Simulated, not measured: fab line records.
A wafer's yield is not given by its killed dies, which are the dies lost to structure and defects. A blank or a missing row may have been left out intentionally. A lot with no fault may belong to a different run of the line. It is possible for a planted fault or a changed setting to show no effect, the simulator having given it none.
Which tool did it? | flow rit-cmos | 14 lots with 42 wafers sampled at 3 steps, on a route of 202 steps

WHAT THE GAUGES READ, wafer by wafer
RIT_M1_RS_MEAS_01: the measuring method here is four-point-probe. Usual: M1_AL_RS 0.0712 ohm/sq, standard deviation 0.00075.
lot  | measured    | on            | M1_AL_RS (ohm/sq)    | flag
L658 | day 3 07:07 | film-metro-02 | 0.0701 0.0707 0.0706 |
L660 | day 3 14:27 | film-metro-02 | 0.0706 0.0707 0.0712 |
L661 | day 3 21:51 | film-metro-04 | 0.0712 0.0706 0.0714 |
L662 | day 4 05:23 | film-metro-01 | 0.0711 0.0713 0.0715 |
L663 | day 4 08:05 | film-metro-02 | 0.0707 0.0701 0.0704 |
L664 | day 4 13:14 | film-metro-04 | 0.0710 0.0719 0.0717 |
L666 | day 5 03:42 | film-metro-01 | 0.0711 0.0709 0.0708 |
L668 | day 5 11:50 | film-metro-01 | 0.0566 0.0719 0.0715 | OFF
L670 | day 5 19:46 | film-metro-04 | 0.0573 0.0716 0.0719 | OFF
L674 | day 6 14:58 | film-metro-02 | 0.0709 0.0705 0.0709 |
L675 | day 6 21:03 | film-metro-02 | 0.0695 0.0702 0.0699 |
L677 | day 7 05:06 | film-metro-04 | 0.0722 0.0713 0.0723 |
L679 | day 7 14:11 | film-metro-02 | 0.0714 0.0718 0.0710 |
L681 | day 8 00:03 | film-metro-04 | 0.0713 0.0702 0.0706 |

RIT_M1_THK_MEAS_02: measures by xrf. Usual: M1_AL_THK 416 nm, standard deviation 4.2.
lot  | measured    | on            | M1_AL_THK (nm) | flag
L658 | day 3 07:14 | film-metro-02 | 422 414 418    |
L660 | day 3 14:33 | film-metro-02 | 416 415 414    |
L661 | day 3 21:58 | film-metro-04 | 420 421 418    |
L662 | day 4 05:30 | film-metro-01 | 417 417 413    |
L663 | day 4 08:12 | film-metro-02 | 420 421 416    |
L664 | day 4 13:20 | film-metro-04 | 413 412 413    |
L666 | day 5 03:49 | film-metro-01 | 423 419 423    |
L668 | day 5 11:57 | film-metro-01 | 525 415 421    | OFF
L670 | day 5 19:53 | film-metro-04 | 519 416 415    | OFF
L674 | day 6 15:05 | film-metro-02 | 419 420 418    |
L675 | day 6 21:10 | film-metro-02 | 425 422 422    |
L677 | day 7 05:13 | film-metro-04 | 411 415 410    |
L679 | day 7 14:19 | film-metro-02 | 412 411 414    |
L681 | day 8 00:10 | film-metro-04 | 415 422 419    |

WHICH TOOL RAN EACH LOT (tool, then ch and the chambers of the sampled wafers, then the start)
lot  | RIT_M1_SPUTTER_00
L658 | pvd-sputter-03, day 3 06:43
L660 | pvd-sputter-03, day 3 14:07
L661 | pvd-sputter-02, day 3 21:33
L662 | pvd-sputter-03, day 4 05:05
L663 | pvd-sputter-02, day 4 07:47
L664 | pvd-sputter-03, day 4 12:54
L666 | pvd-sputter-03, day 5 03:25
L668 | pvd-sputter-03, day 5 11:31
L670 | pvd-sputter-03, day 5 19:28
L674 | pvd-sputter-02, day 6 14:41
L675 | pvd-sputter-04, day 6 20:45
L677 | pvd-sputter-04, day 7 04:49
L679 | pvd-sputter-04, day 7 13:53
L681 | pvd-sputter-04, day 7 23:46
- RIT_M1_SPUTTER_00: material Al, target thk 400 nm, time 500 s.

WHAT THE TOOLS THEMSELVES READ (means of the sampled wafers that have a number; where no wafer has one, the mark that the record gives instead)
RIT_M1_SPUTTER_00. Usual: 29.9 % for throttle-valve-pct, sd 0.52.
lot  | tool           | throttle-valve-pct (%) | flag
L658 | pvd-sputter-03 | 30.1                   |
L660 | pvd-sputter-03 | 30.2                   |
L661 | pvd-sputter-02 | 29.7                   |
L662 | pvd-sputter-03 | 30.0                   |
L663 | pvd-sputter-02 | 30.1                   |
L664 | pvd-sputter-03 | 30.2                   |
L666 | pvd-sputter-03 | 30.3                   |
L668 | pvd-sputter-03 | 30.1                   |
L670 | pvd-sputter-03 | 30.2                   |
L674 | pvd-sputter-02 | 29.6                   |
L675 | pvd-sputter-04 | 29.8                   |
L677 | pvd-sputter-04 | 30.1                   |
L679 | pvd-sputter-04 | 29.8                   |
L681 | pvd-sputter-04 | 29.9                   |

THE ANSWER, worked out from the rows above alone
Rule: take the mean of a lot's wafers that have a number; if it is more than 3 standard deviations from the usual mean, the lot is off. Also off: a lot with no number at a reading for which 4 or more lots have one. Where the step has rows for the other lots, those lots are counted as sound. First the gauges in route order, then the tools' own readings, where a lot's mean is used as printed above. The first step at which some lot is off is used, and at that step the reading that is off furthest; a lot without a number counts as furthest.
Off: L668, L670, at RIT_M1_RS_MEAS_01 (M1_AL_RS).
A tool fits if, at a process step before that reading, it ran every lot that is off, and no sound lot after the first of them. Those tools and the gauges at RIT_M1_RS_MEAS_01 are tried in the same way. One fits: RIT_M1_SPUTTER_00 on pvd-sputter-03. Its last sound lot is L666 (day 5 03:25), its first lot that is off L668 (day 5 11:31): a fault that began between those two fits.

WHAT THE SIMULATOR HAD PUT IN
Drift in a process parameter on pvd-sputter-03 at RIT_M1_SPUTTER_00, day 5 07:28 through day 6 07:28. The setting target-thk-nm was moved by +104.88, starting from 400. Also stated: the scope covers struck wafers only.
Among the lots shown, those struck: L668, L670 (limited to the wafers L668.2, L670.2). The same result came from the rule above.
